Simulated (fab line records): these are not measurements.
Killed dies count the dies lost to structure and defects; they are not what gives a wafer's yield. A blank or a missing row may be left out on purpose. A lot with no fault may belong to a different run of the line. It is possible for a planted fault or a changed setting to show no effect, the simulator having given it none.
What tool caused it? | flow rit-cmos | Sampling: 14 lots, 42 wafers, 5 of 202 route steps

## WHAT EACH GAUGE READ, for each wafer
RIT_ACTIVE_THK_MEAS_02. Usual: ACTIVE_OXIDE_THK typically reads 48.6 nm, with standard deviation 1.
lot  | measured    | on            | ACTIVE_OXIDE_THK (nm)         | flag
L246 | day 1 13:00 | film-metro-04 | 50.6 51.4 51.8                |
L248 | day 1 22:04 | film-metro-01 | 49.3 49.5 49.8                |
L250 | day 2 08:05 | film-metro-01 | 49.5 48.5 49.3                |
L251 | day 2 13:20 | film-metro-04 | 49.1 49.2 49.3                |
L253 | day 2 23:46 | film-metro-03 | 49.6 49.9 49.4                |
L254 | day 3 04:49 | film-metro-03 | 48.4 48.5 47.7                |
L256 | day 3 14:03 | film-metro-01 | 48.5 48.1 49.3                |
L260 | day 4 10:25 | film-metro-01 | 41.5 41.6 41.7 41.4 41.7 41.6 | OFF
L261 | day 4 15:04 | film-metro-01 | 42.0 41.8 41.2 42.0 41.9 41.2 | OFF
L263 | day 5 02:13 | film-metro-04 | 48.8 48.7 48.7                |
L264 | day 5 06:04 | film-metro-01 | 49.5 49.1 49.9                |
L265 | day 5 11:04 | film-metro-01 | 48.1 47.9 48.4                |
L267 | day 5 21:03 | film-metro-03 | 49.6 49.2 49.3                |
L269 | day 6 07:03 | film-metro-04 | 49.1 48.3 49.0                |

RIT_FOX2_THK_MEAS_01. Usual: FOX2_OXIDE_THK typically reads 348 nm, with standard deviation 5.5.
lot  | measured    | on            | FOX2_OXIDE_THK (nm) | flag
L246 | day 1 19:49 | film-metro-03 | 350 350 351         |
L248 | day 2 07:15 | film-metro-03 | 346 350 347         |
L250 | day 2 16:00 | film-metro-03 | 341 343 345         |
L251 | day 2 21:34 | film-metro-02 | 344 341 338         |
L253 | day 3 06:23 | film-metro-04 | 357 356 353         |
L254 | day 3 12:15 | film-metro-04 | 345 344 343         |
L256 | day 3 23:22 | film-metro-04 | 345 337 343         |
L260 | day 4 19:20 | film-metro-03 | 355 355 353         |
L261 | day 4 23:41 | film-metro-02 | 348 357 356         |
L263 | day 5 09:08 | film-metro-04 | 350 354 354         |
L264 | day 5 13:27 | film-metro-02 | 348 346 348         |
L265 | day 5 17:31 | film-metro-03 | 339 345 340         |
L267 | day 6 03:22 | film-metro-02 | 350 359 361         |
L269 | day 6 13:26 | film-metro-04 | 351 346 344         |

RIT_NRETRO_OVL_MEAS_06. Usual: NRETRO_OVL typically reads 1.8 nm, with standard deviation 1.2.
lot  | measured    | on         | NRETRO_OVL (nm) | flag
L246 | day 2 07:22 | overlay-01 | 0.9 1.1 0.4     |
L248 | day 2 17:53 | overlay-02 | 0.8 3.1 3.5     |
L250 | day 3 02:40 | overlay-01 | 4.4 2.2 2.2     |
L251 | day 3 07:56 | overlay-01 | 1.2 0.7 1.1     |
L253 | day 3 16:47 | overlay-01 | 2.8 1.6 2.4     |
L254 | day 3 22:29 | overlay-02 | 1.8 2.0 2.7     |
L256 | day 4 09:36 | overlay-02 | 1.7 -0.4 2.2    |
L260 | day 5 06:30 | overlay-01 | 3.2 4.8 -0.7    |
L261 | day 5 10:47 | overlay-01 | 2.3 1.4 2.3     |
L263 | day 5 19:28 | overlay-01 | 3.5 3.2 3.2     |
L264 | day 6 00:19 | overlay-02 | 0.3 2.1 1.4     |
L265 | day 6 05:02 | overlay-01 | 4.3 1.0 2.1     |
L267 | day 6 14:10 | overlay-02 | 1.5 3.3 2.1     |
L269 | day 7 00:17 | overlay-01 | -0.2 1.3 -0.7   |

RIT_PLDD_TW_MEAS_10. Usual: PLDD_TW typically reads 2363, with standard deviation 16.
lot  | measured    | on            | PLDD_TW        | flag
L246 | day 2 22:50 | film-metro-01 | 2373 2378 2371 |
L248 | day 3 11:26 | film-metro-01 | 2391 2381 2371 |
L250 | day 3 20:53 | film-metro-01 | 2371 2386 2377 |
L251 | day 3 21:56 | film-metro-04 | 2363 2362 2369 |
L253 | day 4 06:10 | film-metro-01 | 2377 2387 2387 |
L254 | day 4 11:59 | film-metro-01 | 2386 2373 2377 |
L256 | day 4 22:47 | film-metro-04 | 2343 2341 2355 |
L260 | day 5 22:36 | film-metro-01 | 2369 2376 2371 |
L261 | day 6 04:39 | film-metro-04 | 2363 2351 2364 |
L263 | day 6 09:37 | film-metro-04 | 2347 2347 2358 |
L264 | day 6 14:00 | film-metro-01 | 2383 2362 2368 |
L265 | day 6 18:32 | film-metro-03 | 2352 2362 2362 |
L267 | day 7 04:50 | film-metro-04 | 2342 2362 2343 |
L269 | day 7 22:06 | film-metro-04 | 2350 2358 2359 |

## WHAT TOOL EACH LOT RAN ON (gives the tool, then ch and the chambers of the sampled wafers, and finally the start)
lot  | RIT_ACTIVE_OXIDATION_01
L246 | furnace-03 ch 0, day 1 11:02
L248 | furnace-03 ch 0, day 1 20:07
L250 | furnace-03 ch 0, day 2 06:08
L251 | furnace-02 ch 0, day 2 11:23
L253 | furnace-03 ch 0, day 2 21:50
L254 | furnace-03 ch 0, day 3 02:53
L256 | furnace-03 ch 0, day 3 12:07
L260 | furnace-03 ch 0, day 4 08:28
L261 | furnace-03 ch 0, day 4 13:07
L263 | furnace-04 ch 0, day 5 00:17
L264 | furnace-04 ch 0, day 5 04:07
L265 | furnace-02 ch 0, day 5 09:07
L267 | furnace-02 ch 0, day 5 19:07
L269 | furnace-02 ch 0, day 6 05:07
- RIT_ACTIVE_OXIDATION_01: target thk 46.8 nm, ox time 3360 s.

## AS READ BY THE TOOLS THEMSELVES (means over the sampled wafers that have a number; for cases with no such wafer, the mark the record gives instead)
The record holds no such reading with a usual standard deviation.

## THE ANSWER, worked out from the rows above alone
Rule: a lot is off if the mean of its wafers that have a number lies more than 3 standard deviations from the usual mean. Also off: a lot with no number at a reading for which 4 or more lots have one. The other lots that the step has rows for count as sound. Order of review: gauges by route order, followed by the tools' own readings, for which a lot's mean as printed above is used. At the first step where some lot is off, the reading lying furthest off is the one used; lots without a number count as furthest.
Off: at RIT_ACTIVE_THK_MEAS_02 (ACTIVE_OXIDE_THK), L260, L261.
A tool fits if, at a process step before that reading, it ran every lot that is off, and no sound lot after the first of them. Gauges at RIT_ACTIVE_THK_MEAS_02: tried the same way as those tools. One candidate fits, namely furnace-03 at RIT_ACTIVE_OXIDATION_01. A fault onset in the window from L256 (day 3 12:07, its last sound lot) to L260 (day 4 08:28, its first lot off) fits.

## WHAT THE SIMULATOR HAD PUT IN
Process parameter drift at RIT_ACTIVE_OXIDATION_01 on furnace-03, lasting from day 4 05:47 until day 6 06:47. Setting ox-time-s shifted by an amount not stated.
Lots struck among those shown: L260, L261. The rule above found the same.
